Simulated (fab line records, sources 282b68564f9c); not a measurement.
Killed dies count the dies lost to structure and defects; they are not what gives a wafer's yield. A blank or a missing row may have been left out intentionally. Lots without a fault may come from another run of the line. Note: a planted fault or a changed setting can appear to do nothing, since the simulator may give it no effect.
A struck lot beside a sound one || flow ritCmos || 15 out of 202 route steps
Sound: the wafers L378.3, L378.5, L378.6. The struck wafers were L389.1, L389.2, L389.4. Last of all comes the cause.
For every step that has rows: the tool of each side, followed by ch and its chambers, followed by its first start. Under that, the readings that differ: sound wafers || struck wafers || difference of the means || sigmas: that difference in standard deviations of wafers without a fault.
alike: same words and numbers on both sides, and readings whose means sit less than 2 such deviations apart. not compared: any withheld reading, any reading some wafer has no value for, any bound like >300 that may hide the same value, and any number with overlapping values for which the record gives no deviation.
A row with sigmas, a row that says differs or no value, or rows on one side alone: a step with any of these is where the two part. When numbers do not overlap yet have no deviation, they are printed without sigmas and do not part them. A reading that every wafer of one side lacks parts them only if that side has two wafers or more.

RIT_GATE_THK_MEAS_07:
  sound: filmMetro-02 at day 3 20:24; struck: filmMetro-04 at day 6 04:42
{"reading": "GATE_OXIDE_THK (nm)", "sound": "2.93 2.92 2.89", "struck": "3.11 3.06 3.09", "difference": "+0.17", "sigmas": "+2"}
then, 1 step without rows for these wafers: RIT_GATE_CVD_08 (deposits poly-Si from SiH4, target thk 250 nm, time 2220 s).
RIT_GATE_THK_MEAS_09:
  sound: filmMetro-02 at day 3 22:05; struck: filmMetro-02 at day 6 07:11
  alike: GATE_POLY_THK
then, 6 steps without rows for these wafers: RIT_GATE_HMDS_10 (prime time 60 s); RIT_GATE_COAT_11 (resist thk 850 nm); RIT_GATE_SOFTBAKE_12 (time 60 s); RIT_GATE_EXPOSE_13 (exposes mask M6, target cd 150 nm); RIT_GATE_PEB_14; RIT_GATE_DEVELOP_15 (develop time 50 s).
RIT_GATE_CD_MEAS_16: target cd 150 nm.
  sound: cdSem-02 at day 3 23:08; struck: cdSem-01 at day 6 08:05
  alike: cdNm
RIT_GATE_OVL_MEAS_17:
  sound: overlay-01 at day 3 23:13; struck: overlay-02 at day 6 08:13
  alike: GATE_OVL
then, 1 step without rows for these wafers: RIT_GATE_HARDBAKE_18 (time 60 s).
RIT_GATE_ETCH_19: etches poly-Si in SF6/CHF3/O2, stops on SiO2, time 165 s, target depth 312.5 nm.
  sound on rieSi-01 ch 0,1, day 3 23:24; struck on rieSi-01 ch 0,2,3, day 6 08:24
  no value came back on the struck wafers for any of 7 readings (CHF3_flow_sccm (sccm), O2_flow_sccm (sccm) and others); on the sound wafers CHF3_flow_sccm (sccm) reads 29.91 29.94 30.04
{"reading": "model.NOVOLAK_of_GATE_COAT_11.thkNm (nm)", "sound": "673.6 672.1 673.1", "struck": "753.3 752.3 755.6", "difference": "+80.8", "sigmas": ""}
{"reading": "model.SiO2_of_FOX2_OXIDATION_00.thkNm (nm)", "sound": "251.7 252.6 253.8", "struck": "245.9 251.5 246.6", "difference": -4.7, "sigmas": ""}
  not compared: rfHoursCounterH
RIT_GATE_STRIP_20: strips in O2, time 180 s.
  sound on plasmaAsher-01 ch 0,1, day 3 23:34; struck on plasmaAsher-04 ch 0,1, day 6 08:31
  alike: drypumpMotorCurrentA, rfReflPowerW
  not compared: rfHoursCounterH
RIT_GATE_CD_MEAS_90: target cd 150 nm.
  sound: cdSem-02 at day 3 23:43; struck: cdSem-01 at day 6 08:41
{"reading": "cdNm (nm)", "sound": "147.9 146.9 149.0", "struck": "- - -", "difference": "no value on the struck wafers", "sigmas": ""}

## WHERE THEY PART
First at RIT_GATE_THK_MEAS_07; last, within this record, at RIT_GATE_CD_MEAS_90.

WHY: what had been put in by the simulator
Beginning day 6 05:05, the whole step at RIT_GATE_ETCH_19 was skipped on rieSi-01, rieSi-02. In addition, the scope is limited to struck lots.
